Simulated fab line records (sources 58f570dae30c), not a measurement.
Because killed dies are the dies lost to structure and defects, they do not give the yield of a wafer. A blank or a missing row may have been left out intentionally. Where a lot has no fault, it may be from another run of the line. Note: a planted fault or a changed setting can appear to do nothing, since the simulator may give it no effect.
Which tool was responsible? || flow berkeley_cmos170 || Sampling: 7 lots, 21 wafers, 2 of 331 route steps

WHAT EACH GAUGE READ, for each wafer
UCB170_NLDD_CD_MEAS_06: the cd target is 1200 nm.
{"lot": "L806", "measured": "day 7 14:59", "on": "cd_sem-02", "cd_nm (nm)": "1199.6 1200.7 1199.9"}
{"lot": "L809", "measured": "day 8 03:25", "on": "cd_sem-01", "cd_nm (nm)": "1200.7 1199.8 1201.7"}
{"lot": "L813", "measured": "day 8 13:46", "on": "cd_sem-02", "cd_nm (nm)": "1202.1 1201.3 1202.6"}
{"lot": "L814", "measured": "day 9 00:07", "on": "cd_sem-02", "cd_nm (nm)": "1200.3 1200.0 1200.0"}
{"lot": "L817", "measured": "day 9 16:52", "on": "cd_sem-02", "cd_nm (nm)": "1198.7 1199.6 1198.6"}
{"lot": "L827", "measured": "day 11 17:50", "on": "cd_sem-02", "cd_nm (nm)": "1201.7 1201.6 1200.8"}
{"lot": "L826", "measured": "day 11 18:40", "on": "cd_sem-01", "cd_nm (nm)": "1238.0 1236.4 1236.9"}

WHAT TOOL EACH LOT RAN ON (gives the tool, then ch and the chambers of the sampled wafers, and finally the start)
{"lot": "L806", "UCB170_NLDD_PEB_04": "litho_track-01 ch 0, day 7 14:43"}
{"lot": "L809", "UCB170_NLDD_PEB_04": "litho_track-04 ch 0, day 8 03:08"}
{"lot": "L813", "UCB170_NLDD_PEB_04": "litho_track-04 ch 0, day 8 13:30"}
{"lot": "L814", "UCB170_NLDD_PEB_04": "litho_track-01 ch 0, day 8 23:51"}
{"lot": "L817", "UCB170_NLDD_PEB_04": "litho_track-04 ch 0, day 9 16:00"}
{"lot": "L827", "UCB170_NLDD_PEB_04": "litho_track-02 ch 0, day 11 17:34"}
{"lot": "L826", "UCB170_NLDD_PEB_04": "litho_track-01 ch 0, day 11 18:00"}
- UCB170_NLDD_PEB_04

THE ANSWER, worked out from the rows above alone
Rule: the lots themselves supply what counts as usual. Put in order of their means at a reading, lots are off if they are a third of the lots or fewer, leave a main group of 4 or more, and stand apart from it by a gap of 3 or more times the standard deviation of the main group's means; of several such gaps the widest counts. The tables above print the reading to a certain number of digits; a main group whose means all agree to those digits is not used. A lot without any number at a reading at which 4 lots or more have one is off too. Where the step has rows for the other lots, those lots are counted as sound.
Off: L826 (UCB170_NLDD_CD_MEAS_06, cd_nm). The main group: mean 1200.5 nm, standard deviation 0.98.
If a tool, at a process step before that reading, ran all the lots that are off and no sound lot after the first of them, it fits. Those tools and the gauges at UCB170_NLDD_CD_MEAS_06 are tried in the same way. Undecided on this evidence; 2 tools fit (litho_track-01 at UCB170_NLDD_PEB_04, cd_sem-01 at UCB170_NLDD_CD_MEAS_06).

WHAT HAD BEEN PUT IN BY THE SIMULATOR
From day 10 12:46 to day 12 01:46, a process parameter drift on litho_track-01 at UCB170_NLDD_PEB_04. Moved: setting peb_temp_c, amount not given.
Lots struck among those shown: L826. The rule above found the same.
